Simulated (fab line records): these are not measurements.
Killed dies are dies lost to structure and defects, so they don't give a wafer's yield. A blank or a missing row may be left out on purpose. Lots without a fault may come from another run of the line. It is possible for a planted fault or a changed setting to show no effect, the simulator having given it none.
fab line records	flow ritCmos
[record] lots = 6	wafers = 18	lastDay = 6
route steps=202 shown NSD@138 PSD@142 SDANNEAL@153 M1@202
lots that met no fault: taken from a fault-free run of the same line
startH: start of the lot's first displayed wafer, in hours after the record's first day	waitH: hours since the lot's step before	" same as the row above	L1.1+2: a single row standing in for several wafers	- value missing, or start not given	* or withheld: withheld	< > ~ a bound
route shown NAME@n: NAME is a module with steps in the file, n the number in the route of the first one	usual: the fault-free wafers' mean and standard deviation	same: alike in all rows	chamber/n: place in a boat	sites: the reading at each site	_std_site: standard deviation across them	_edge_site: inner sites' mean taken away from outer sites' mean	radiusMm: for every site, how far away it sits from the centre of the wafer	mask NAME#n: copy n	behind: the most recent tool/chamber to have shaped the wafer	hold: cause of the lot's hold/its duration in hours/its outcome	device: which transistor (n, p or np) failed to switch	end of line: tests of these same wafers at the route's end	a step with no rows: only its recipe	killed: the dies lost at the first sort to structure and to defects; this is not the yield of the wafer	map: a wafer's dies, marking killed ones x, the rest . and places with no die _
set.NAME: the setting the step ran with; set.NAME@STEP: the setting that earlier step ran with	model.NAME: the simulator's own value behind a step, which no gauge read
a table for each step, a row for each wafer; lots at some steps of the route
services: a tool's chamber out of use, with start hour (startH, from the record's first day; less than 0 if before it), hours out, and reason
[[steps]]
[step RIT_NSD_HARDBAKE_07]
[recipe] resist = NOVOLAK	tempC = 140	timeS = 60
[step RIT_NSD_IMPLANT_08]
[recipe] species = P	energyKev = 25	doseCm2 = 1e+15	tiltDeg = 7
[step RIT_NSD_STRIP_09]
[recipe] chemistry = O2	timeS = 180	resist = NOVOLAK	platenTempC = withheld	powerW = 500	pressureMtorr = 4000	o2FlowSccm = 4000
[usual] drypumpMotorCurrentA = 6.1/0.38	o2FlowSccm = 4000/12
[same] timeS = 180
lot.wafer	tool	chamber	startH	waitH	drypumpMotorCurrentA	o2FlowSccm	rfHoursCounterH
L585.1	plasmaAsher-01	1	48.09	0.1	6.0	3989	24
L585.5	"	0	"	"	6.5	3994	-
L585.6	"	1	"	"	6.0	3999	-
L586.1	plasmaAsher-01	1	54.32	0.1	6.0	4004	25
L586.4	"	1	"	"	6.0	3989	-
L586.5	"	1	"	"	6.0	3989	-
L592.2	plasmaAsher-01	0	81.97	0.1	6.5	4020	28
L592.3	"	1	"	"	6.0	4011	-
L592.5	"	0	"	"	6.5	4004	-
L593.1	plasmaAsher-01	1	88.77	0.1	6.0	4006	29
L593.3	"	1	"	"	6.0	4021	-
L593.5	"	1	"	"	6.0	3999	-
L594.1	plasmaAsher-03	1	95.23	0.1	6.5	4014	44
L594.5	"	0	"	"	5.4	3989	-
L594.6	"	1	"	"	6.4	4006	-
L602.1	plasmaAsher-01	0	135.66	0.1	6.5	4007	33
L602.2	"	1	"	"	6.0	3993	33
L602.5	"	0	"	"	6.5	3986	-
[step RIT_NSD_TW_MEAS_10]
[usual] NSD_TW = 3123/15
lot.wafer	tool	chamber	startH	waitH	NSD_TW
L585.1	filmMetro-02	-	48.27	0.1	3111
L585.5	"	-	"	"	3115
L585.6	"	-	"	"	3126
L586.1	filmMetro-02	-	54.49	0.1	3129
L586.4	"	-	"	"	3113
L586.5	"	-	"	"	3115
L592.2	filmMetro-04	-	82.15	0.1	3141
L592.3	"	-	"	"	3144
L592.5	"	-	"	"	3128
L593.1	filmMetro-04	-	88.95	0.1	3121
L593.3	"	-	"	"	3138
L593.5	"	-	"	"	3103
L594.1	filmMetro-04	-	95.40	0.1	3145
L594.5	"	-	"	"	3127
L594.6	"	-	"	"	3151
L602.1	filmMetro-04	-	135.84	0.1	3144
L602.2	"	-	"	"	3150
L602.5	"	-	"	"	3147
[step RIT_PSD_HMDS_00]
[recipe] primeTimeS = 60	primeTempC = 140
[step RIT_PSD_COAT_01]
[recipe] resist = NOVOLAK	spinRpm = 3250	resistThkNm = 1000
[step RIT_PSD_SOFTBAKE_02]
[recipe] resist = NOVOLAK	tempC = 90	timeS = 60
[step RIT_PSD_EXPOSE_03]
[recipe] maskId = M10	na = 0.57	targetCdNm = 40900	doseMj = 250
[step RIT_PSD_PEB_04]
[recipe] resist = NOVOLAK	tempC = withheld	timeS = withheld
[step RIT_PSD_DEVELOP_05]
[recipe] resist = NOVOLAK	developTimeS = 50	devTempC = 23
[step RIT_PSD_OVL_MEAS_06]
[usual] PSD_OVL = 0.2/1.3
lot.wafer	tool	chamber	startH	waitH	PSD_OVL[nm]
L585.1	overlay-01	-	49.30	-	-0.4
L585.5	"	-	"	"	1.4
L585.6	"	-	"	"	-2.4
L586.1	overlay-02	-	55.53	-	-1.3
L586.4	"	-	"	"	1.0
L586.5	"	-	"	"	0.5
L592.2	overlay-01	-	83.06	-	1.4
L592.3	"	-	"	"	0.9
L592.5	"	-	"	"	-0.9
L593.1	overlay-01	-	89.86	-	0.1
L593.3	"	-	"	"	1.1
L593.5	"	-	"	"	1.2
L594.1	overlay-01	-	96.45	-	0.8
L594.5	"	-	"	"	2.0
L594.6	"	-	"	"	0.0
L602.1	overlay-01	-	136.98	-	-0.9
L602.2	"	-	"	"	0.7
L602.5	"	-	"	"	-2.4
[step RIT_PSD_HARDBAKE_07]
[recipe] resist = NOVOLAK	tempC = 140	timeS = 60
[step RIT_PSD_IMPLANT_08]
[recipe] species = BF2	energyKev = 27	doseCm2 = 5e+15	tiltDeg = 7
[usual] beamEnergyKeV = 26.997/0.0084
lot.wafer	tool	chamber	startH	waitH	beamEnergyKeV	model.implant.rpNm	model.implant.drpNm
L585.1	implanter-01	0	49.49	0.1	27.000	21.38	12.05
L585.5	"	0	"	"	27.000	21.38	12.05
L585.6	"	0	"	"	27.006	21.38	12.05
L586.1	implanter-03	0	55.72	0.1	26.999	21.81	12.05
L586.4	"	0	"	"	26.979	21.81	12.05
L586.5	"	0	"	"	26.982	21.81	12.05
L592.2	implanter-03	0	83.26	0.1	18.895	17.2	9.372
L592.3	"	0	"	"	18.896	17.2	9.372
L592.5	"	0	"	"	18.896	17.2	9.372
L593.1	implanter-03	0	90.05	0.1	18.903	16.77	9.372
L593.3	"	0	"	"	18.898	16.77	9.372
L593.5	"	0	"	"	18.901	16.77	9.372
L594.1	implanter-04	0	96.63	0.1	27.005	21.45	12.05
L594.5	"	0	"	"	26.995	21.45	12.05
L594.6	"	0	"	"	26.992	21.45	12.05
L602.1	implanter-04	0	137.16	0.1	26.993	21.15	12.05
L602.2	"	0	"	"	26.997	21.15	12.05
L602.5	"	0	"	"	27.001	21.15	12.05
[step RIT_PSD_STRIP_09]
[recipe] chemistry = O2	timeS = 180	resist = NOVOLAK	platenTempC = withheld	powerW = 500	pressureMtorr = 4000	o2FlowSccm = 4000
[usual] drypumpMotorCurrentA = 5.9/0.39	o2FlowSccm = 4000/13
[same] timeS = 180
lot.wafer	tool	chamber	startH	waitH	drypumpMotorCurrentA	o2FlowSccm	rfHoursCounterH
L585.1	plasmaAsher-02	0	49.64	0.1	6.2	4001	40
L585.5	"	0	"	"	6.2	4007	-
L585.6	"	1	"	"	5.5	4009	-
L586.1	plasmaAsher-03	1	55.87	0.1	6.4	4021	40
L586.4	"	1	"	"	6.4	3988	-
L586.5	"	0	"	"	5.4	4002	-
L592.2	plasmaAsher-03	0	83.39	0.1	5.4	3995	43
L592.3	"	0	"	"	5.4	4012	-
L592.5	"	0	"	"	5.4	3988	-
L593.1	plasmaAsher-02	1	90.20	0.1	5.5	4015	44
L593.3	"	0	"	"	6.2	3993	-
L593.5	"	0	"	"	6.2	4002	-
L594.1	plasmaAsher-03	0	96.78	0.1	5.4	4000	44
L594.5	"	0	"	"	5.4	3990	-
L594.6	"	1	"	"	6.4	4016	-
L602.1	plasmaAsher-02	0	137.31	0.1	6.2	3988	49
L602.2	"	1	"	"	5.5	3987	49
L602.5	"	0	"	"	6.2	3976	-
[step RIT_PSD_TW_MEAS_10]
[usual] PSD_TW = 3428/16
lot.wafer	tool	chamber	startH	waitH	PSD_TW
L585.1	filmMetro-04	-	49.81	0.1	3409
L585.5	"	-	"	"	3425
L585.6	"	-	"	"	3414
L586.1	filmMetro-02	-	56.04	0.1	3435
L586.4	"	-	"	"	3407
L586.5	"	-	"	"	3430
L592.2	filmMetro-04	-	83.57	0.1	3152
L592.3	"	-	"	"	3155
L592.5	"	-	"	"	3139
L593.1	filmMetro-01	-	90.37	0.1	3139
L593.3	"	-	"	"	3144
L593.5	"	-	"	"	3154
L594.1	filmMetro-04	-	96.96	0.1	3434
L594.5	"	-	"	"	3412
L594.6	"	-	"	"	3430
L602.1	filmMetro-04	-	137.49	0.1	3428
L602.2	"	-	"	"	3429
L602.5	"	-	"	"	3461
[step RIT_SDANNEAL_CLEAN_00]
[recipe] chemistry = SC1	mix = 3:3:50	timeS = 600	tempC = 75
[step RIT_SDANNEAL_CLEAN_01]
[recipe] chemistry = dHF	dilution = 50:1	timeS = 30
[step RIT_SDANNEAL_CLEAN_02]
[recipe] chemistry = SC2	mix = 3:3:50	timeS = 600	tempC = 75	dry = n2Spin
[step RIT_SDANNEAL_RTA_03]
[recipe] tempC = 1050	timeS = 5	idleTempC = 600	rampUpCPerS = 342	rampDownCPerS = 171	coolToC = 600	ambient = N2
[usual] wafer_temp_C_max = 1053.5/1.1
[same] timeS = 5
lot.wafer	tool	chamber	startH	waitH	wafer_temp_C_max
L585.1	rtpAnneal-02	0	50.29	0.0	1052.8
L585.5	"	0	"	"	1053.2
L585.6	"	0	"	"	1053.4
L586.1	rtpAnneal-01	0	56.50	0.0	1052.5
L586.4	"	0	"	"	1053.3
L586.5	"	0	"	"	1053.4
L592.2	rtpAnneal-01	0	84.02	0.0	1053.0
L592.3	"	0	"	"	1054.5
L592.5	"	0	"	"	1056.0
L593.1	rtpAnneal-01	0	90.83	0.0	1054.1
L593.3	"	0	"	"	1053.2
L593.5	"	0	"	"	1053.0
L594.1	rtpAnneal-01	0	97.39	0.0	1053.8
L594.5	"	0	"	"	1055.1
L594.6	"	0	"	"	1052.2
L602.1	rtpAnneal-02	0	137.91	0.0	1053.2
L602.2	"	0	"	"	1053.7
L602.5	"	0	"	"	1052.0
[step RIT_SDANNEAL_RS_MEAS_04]
[recipe] thkMeasGauge = four-point-probe
[usual] PSD_RS = 115.84/0.24
lot.wafer	tool	chamber	startH	waitH	PSD_RS[ohm/sq]
L585.1	filmMetro-01	-	50.35	0.0	115.99
L585.5	"	-	"	"	115.97
L585.6	"	-	"	"	116.03
L586.1	filmMetro-04	-	56.56	0.0	116.07
L586.4	"	-	"	"	115.88
L586.5	"	-	"	"	115.98
L592.2	filmMetro-04	-	84.09	0.1	138.01
L592.3	"	-	"	"	137.92
L592.5	"	-	"	"	137.76
L593.1	filmMetro-04	-	90.89	0.0	138.62
L593.3	"	-	"	"	138.15
L593.5	"	-	"	"	138.13
L594.1	filmMetro-01	-	97.44	0.0	115.65
L594.5	"	-	"	"	115.63
L594.6	"	-	"	"	115.85
L602.1	filmMetro-04	-	137.97	0.0	115.71
L602.2	"	-	"	"	115.97
L602.5	"	-	"	"	115.93
[step RIT_SDANNEAL_RS_MEAS_05]
[recipe] thkMeasGauge = four-point-probe
[usual] NSD_RS = 84.55/0.28
lot.wafer	tool	chamber	startH	waitH	NSD_RS[ohm/sq]
L585.1	filmMetro-01	-	50.47	0.1	84.68
L585.5	"	-	"	"	84.62
L585.6	"	-	"	"	84.64
L586.1	filmMetro-04	-	56.68	0.1	84.51
L586.4	"	-	"	"	84.59
L586.5	"	-	"	"	84.81
L592.2	filmMetro-04	-	84.21	0.1	84.65
L592.3	"	-	"	"	84.22
L592.5	"	-	"	"	84.67
L593.1	filmMetro-04	-	91.01	0.1	84.64
L593.3	"	-	"	"	84.91
L593.5	"	-	"	"	84.46
L594.1	filmMetro-01	-	97.56	0.1	84.52
L594.5	"	-	"	"	84.74
L594.6	"	-	"	"	84.84
L602.1	filmMetro-04	-	138.09	0.1	84.67
L602.2	"	-	"	"	84.79
L602.5	"	-	"	"	84.76
[step RIT_M1_PROBE_99]
[usual] killed_at_M0_to_M3 = 0.0/0.14	killedAtContacts = 0.0/0.25	killedAtFrontEnd = 6.6/2.7	killedDies = 6.7/2.7	killedOpen = 3.3/1.9	killedShort = 3.4/1.9
[same] grossDies = 264	killed_at_M4_up = 0	killedAtBackSide = 0	killedAtOther = 0
lot.wafer	tool	chamber	startH	waitH	killed_at_M0_to_M3	killedAtContacts	killedAtFrontEnd	killedDies	killedOpen	killedShort	model.etest.contactPplus.endOhmUm	model.etest.nwellPinched.rsOhmSq	model.etest.diodePplusNwell.bvV	model.etest.vpnp.gain	model.etest.pmos_0p15.junctionLog10AUm	model.etest.diodePplusNwell.leakLog10ACm2	model.etest.diodePplusNwell.cjFfUm2	model.etest.diodePplusComb.cjFfUm2
L585.1	prober-01	-	58.46	0.1	0	0	5	5	2	3	45.76	342	6.589	1.032	-13.64	-6.149	1.718	2.024
L585.5	prober-01	-	58.66	0.2	0	0	5	5	1	4	44.18	337.2	6.534	1.008	-13.79	-5.907	1.736	2.029
L585.6	prober-01	-	58.71	0.2	0	0	15	15	6	9	44.53	339.3	6.535	1.016	-13.81	-6.329	1.733	2.036
L586.1	prober-02	-	63.81	0.1	0	0	9	9	4	5	43.14	342.2	6.643	1.061	-13.89	-6.373	1.687	1.994
L586.4	prober-02	-	63.96	0.2	0	0	8	8	2	6	44.48	340.6	6.654	1.055	-13.66	-6.301	1.686	1.995
L586.5	prober-02	-	64.01	0.2	0	0	5	5	1	4	43.46	342.2	6.624	1.058	-13.75	-6.294	1.692	2.003
L592.2	prober-02	-	92.57	0.1	0	0	6	6	4	2	58.99	330.8	6.282	0.8475	-13.62	-5.61	1.853	2.127
L592.3	prober-02	-	92.62	0.2	0	0	5	5	2	3	57.95	334.2	6.324	0.8474	-13.73	-6.175	1.845	2.122
L592.5	prober-02	-	92.72	0.2	0	0	12	12	9	3	57.5	329.9	6.285	0.8464	-13.69	-5.837	1.858	2.123
L593.1	prober-01	-	99.65	0.1	1	0	3	4	2	2	61.42	335.8	6.262	0.816	-13.44	-5.879	1.864	2.145
L593.3	prober-01	-	99.75	0.2	0	1	4	5	1	4	60.64	331.9	6.153	0.8137	-13.61	-6.152	1.885	2.158
L593.5	prober-01	-	99.85	0.2	0	0	5	5	2	3	61.73	329.1	6.165	0.8164	-13.58	-5.862	1.879	2.163
L594.1	prober-02	-	105.87	0.1	0	0	5	5	4	1	46.08	338.5	6.561	1.018	-13.84	-6.04	1.74	2.034
L594.5	prober-02	-	106.07	0.2	0	0	10	10	6	4	45.35	334.3	6.504	1.028	-13.75	-5.93	1.743	2.031
L594.6	prober-02	-	106.12	0.2	0	0	6	6	5	1	44.48	339.5	6.586	1.054	-13.84	-5.985	1.717	2.032
L602.1	prober-01	-	148.20	0.1	0	0	5	5	2	3	46.78	334.8	6.467	1.005	-13.85	-6.446	1.756	2.06
L602.2	prober-01	-	148.25	0.1	0	0	8	8	1	7	45.13	337.9	6.471	0.9918	-13.78	-6.016	1.743	2.058
L602.5	prober-01	-	148.40	0.2	0	0	7	7	3	4	45.37	333.8	6.431	0.9816	-13.77	-6.406	1.764	2.064
// killed by level:class
L585.1 GATE:geometricParticle:short=1 GATE:geometricParticle:open=1 SPACER:geometricParticle:short=1 SPACER:geometricParticle:open=1 SILICIDE:geometricParticle:short=1
L585.5 ACTIVE:geometricParticle:short=1 FOX1:geometricParticle:open=1 GATE:geometricParticle:short=1 REOX:geometricParticle:short=1 SPACER:geometricParticle:short=1
L585.6 GATE:geometricParticle:open=4 GATE:geometricParticle:short=4 SPACER:geometricParticle:short=4 SPACER:geometricParticle:open=1 SILICIDE:geometricParticle:short=1 SILICIDE:geometricParticle:open=1
L586.1 SILICIDE:geometricParticle:short=2 FOX1:geometricParticle:open=1 GATE:geometricParticle:open=1 GATE:geometricParticle:short=1 REOX:geometricParticle:open=1 REOX:geometricParticle:short=1 SPACER:geometricParticle:short=1 SPACER:geometricParticle:open=1
L586.4 FOX1:geometricParticle:short=2 SILICIDE:geometricParticle:short=2 FOX1:geometricParticle:open=1 FOX2:geometricParticle:short=1 GATE:geometricParticle:short=1 SILICIDE:geometricParticle:open=1
L586.5 GATE:geometricParticle:short=2 REOX:geometricParticle:short=1 SILICIDE:geometricParticle:open=1 SILICIDE:geometricParticle:short=1
L592.2 SILICIDE:geometricParticle:open=2 FOX1:geometricParticle:short=1 GATE:geometricParticle:open=1 GATE:geometricParticle:short=1 REOX:geometricParticle:open=1
L592.3 SPACER:geometricParticle:short=2 FOX1:geometricParticle:short=1 FOX2:geometricParticle:open=1 SPACER:geometricParticle:open=1
L592.5 GATE:geometricParticle:open=4 REOX:geometricParticle:open=2 SPACER:geometricParticle:open=2 FOX1:geometricParticle:open=1 FOX1:geometricParticle:short=1 SILICIDE:geometricParticle:short=1 GATE:geometricParticle:short=1
L593.1 GATE:geometricParticle:open=1 REOX:geometricParticle:open=1 SPACER:geometricParticle:short=1 M1:geometricParticle:short=1
L593.3 GATE:geometricParticle:short=3 SILICIDE:geometricParticle:open=1 CONTACT:geometricParticle:short=1
L593.5 REOX:geometricParticle:short=2 GATE:geometricParticle:short=1 GATE:geometricParticle:open=1 REOX:geometricParticle:open=1
L594.1 GATE:geometricParticle:open=2 FOX1:geometricParticle:open=1 FOX2:geometricParticle:open=1 SILICIDE:geometricParticle:short=1
L594.5 GATE:geometricParticle:open=4 FOX1:geometricParticle:open=2 GATE:geometricParticle:short=2 FOX1:geometricParticle:short=1 REOX:geometricParticle:short=1
L594.6 GATE:geometricParticle:open=2 SILICIDE:geometricParticle:open=2 FOX1:geometricParticle:short=1 FOX2:geometricParticle:open=1
L602.1 GATE:geometricParticle:short=2 FOX1:geometricParticle:open=1 GATE:geometricParticle:open=1 REOX:geometricParticle:short=1
L602.2 FOX1:geometricParticle:short=2 REOX:geometricParticle:short=2 FOX2:geometricParticle:short=1 GATE:geometricParticle:open=1 SPACER:geometricParticle:short=1 SILICIDE:geometricParticle:short=1
L602.5 FOX1:geometricParticle:open=2 GATE:geometricParticle:short=2 FOX1:geometricParticle:short=1 FOX2:geometricParticle:short=1 FOX2:geometricParticle:open=1
[[services]]
tool	chamber	startH	hours	kind
plasmaAsher-02	-	43.78	0.9	repair
plasmaAsher-03	-	56.69	2.8	pm
implanter-03	-	57.48	2.4	pm
rtpAnneal-02	-	83.96	29.6	pm
implanter-03	-	91.23	1.7	repair
implanter-04	-	106.25	4.0	repair
plasmaAsher-03	-	108.75	9.0	pm
plasmaAsher-03	0	108.75	9.0	ventCycle
plasmaAsher-03	1	108.75	9.0	ventCycle
implanter-01	-	110.63	8.1	repair
plasmaAsher-03	0	117.75	-	clean
plasmaAsher-03	1	117.75	-	clean
implanter-04	-	132.64	3.3	pm
[[key]]
[firstSign] step = RIT_PSD_IMPLANT_08	reading = beamEnergyKeV	direction = down	sigmas = 99+	usual = 26.997	struck = 18.898
[effect] step = RIT_PSD_TW_MEAS_10	reading = PSD_TW	direction = down	sigmas = 18	usual = 3428	struck = 3147
[effect] step = RIT_SDANNEAL_RS_MEAS_04	reading = PSD_RS	direction = up	sigmas = 94	usual = 115.84	struck = 138.10
[modelEffect] step = RIT_PSD_IMPLANT_08	value = implant.rpNm	without = 22.53	struck = 16.99
[modelEffect] step = RIT_M1_PROBE_99	value = etest.contactPplus.endOhmUm	without = 43.04	struck = 59.71
metAt RIT_PSD_IMPLANT_08
struckWafers L592.2,L592.3,L592.5,L593.1,L593.3,L593.5
testerLeftOut L592,L593
onsetBetween 55.72 83.26
[fault] kind = processParameterDrift	tool = implanter-03	chamber = -	onsetH = 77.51	steps = RIT_PSD_IMPLANT_08	channel = energyKev	offset = -8.1	shape = step	endH = 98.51	actsIn = theseRecipesOnly	stated = 27
// testerLeftOut: of these lots the tester's yield and bins aren't shown, on N5 and GAA mostly nor the transistor test; their killed dies are dies lost to structure and defects alone, not to doping, threshold or leakage, so they don't give the yield
